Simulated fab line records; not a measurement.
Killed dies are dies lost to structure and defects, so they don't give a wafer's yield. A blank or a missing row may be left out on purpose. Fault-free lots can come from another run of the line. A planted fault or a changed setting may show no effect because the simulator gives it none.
Problem report in the 8D (eight disciplines) form, filled by code :: flow rit-cmos :: the parts of the form that need people (team, actions taken, sign-off) are left out

## 1. PROBLEM STATEMENT
GATE_POLY_THK at RIT_GATE_THK_MEAS_09 reads a mean of 403.2 nm on 3 wafers of 1 lot; wafers without a fault read 248.0 nm with a standard deviation of 2.9. That puts it +54 standard deviations away from the usual mean.
First seen on wafer L923.1, day 6 23:59, on film-metro-03. The record has a number at this step for 39 wafers belonging to 13 lots. Rule for "out", or "out of limits": more than 4 standard deviations from the usual mean. The other wafers with a number count as sound.

## 2. WHAT IT IS, WHAT IT ISN'T
question: which readings at this step
is: GATE_POLY_THK
is not: -

question: which lots
is: L923
is not: L902, L903, L905, L906, L907, L908, L909, L910, L912, L916, L922, L925

question: which wafers of those lots
is: all that have a number
is not: -

question: read on which gauges
is: film-metro-03
is not: film-metro-01, film-metro-02

question: when
is: from day 6 23:59
is not: up to then (33 sound wafers); but 3 sound wafers of L925 came after

## 3. SUSPECTS, AND WHAT RULES EACH OUT
Counting: a tool stays on the suspect list if, at a process step up to the reading, it processed all lots that are out and no sound lot following the first of them.
- ruled out: the gauge at RIT_GATE_THK_MEAS_09. All the wafers that are out were read on film-metro-03, but those of them that RIT_GATE_ETCH_19 has rows for are out there too, on other tools.
- plasma-asher-01 at RIT_ACTIVE_STRIP_14 (strips in O2, time 180 s): ruled out as a lasting fault. The sound lots L925 went through it after L923, its earliest lot that is out (day 6 00:07).
- lpcvd-01 at RIT_GATE_CVD_08 (deposits poly-Si from SiH4, target thk 250 nm, time 2220 s): kept. It ran the lot that is out, L923 (day 6 22:22), and no sound lot after that; its last sound lot up to then is L912 (day 4 15:56).
Remaining after the count: lpcvd-01 at RIT_GATE_CVD_08.

## 4. THE CAUSE (what the simulator had put in)
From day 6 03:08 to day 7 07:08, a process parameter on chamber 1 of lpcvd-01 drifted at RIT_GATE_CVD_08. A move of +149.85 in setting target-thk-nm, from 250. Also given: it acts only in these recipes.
This tool alone remained once counting was done.

## 5. SEQUENCE OF EFFECTS, ordered by route
Rows list readings where the struck wafers' mean (over those with a number) sits beyond 3 standard deviations from the usual. Scope: only readings with a usual standard deviation given in the record; hours: median across lots of the time from each lot's start at the first step in this table that gives one to its start at this step; sigmas: change in usual standard deviations.
hours: 0
step: RIT_GATE_THK_MEAS_09
reading: GATE_POLY_THK
usual: 248.0 nm
on struck wafers: 403.2
change: +155.2
sigmas: +54

hours: 1
step: RIT_GATE_ETCH_19
reading: oes-product-au
usual: 0.843 a.u.
on struck wafers: 0.994
change: +0.151
sigmas: +12

hours: 22
step: RIT_M1_PROBE_99
reading: killed-at-front-end
usual: 8
on struck wafers: 264
change: +256
sigmas: +83

hours: 22
step: RIT_M1_PROBE_99
reading: killed-dies
usual: 8
on struck wafers: 264
change: +256
sigmas: +80

hours: 22
step: RIT_M1_PROBE_99
reading: killed-on-rim
usual: 2.1
on struck wafers: 70.0
change: +67.9
sigmas: +42
Here are the process steps it includes:
- RIT_GATE_ETCH_19: etches poly-Si in SF6/CHF3/O2, stops on SiO2, time 165 s, target depth 312.5 nm.
- RIT_M1_PROBE_99

## 6. WHAT WOULD HAVE CAUGHT IT SOONER
Counted from the fault's start at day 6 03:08, it took 21 hours until the first out-of-limits reading at a measuring or inspecting step in this record, taken at day 6 23:59.
Of the tool readings at RIT_GATE_CVD_08 for which the record gives a usual standard deviation, none was out on any struck wafer, so an alarm limit of 4 standard deviations on them would not have fired.
Lots out: 1; all had begun RIT_GATE_CVD_08 on lpcvd-01 by day 6 23:59. Holding the tool at that point would not have protected any of them.
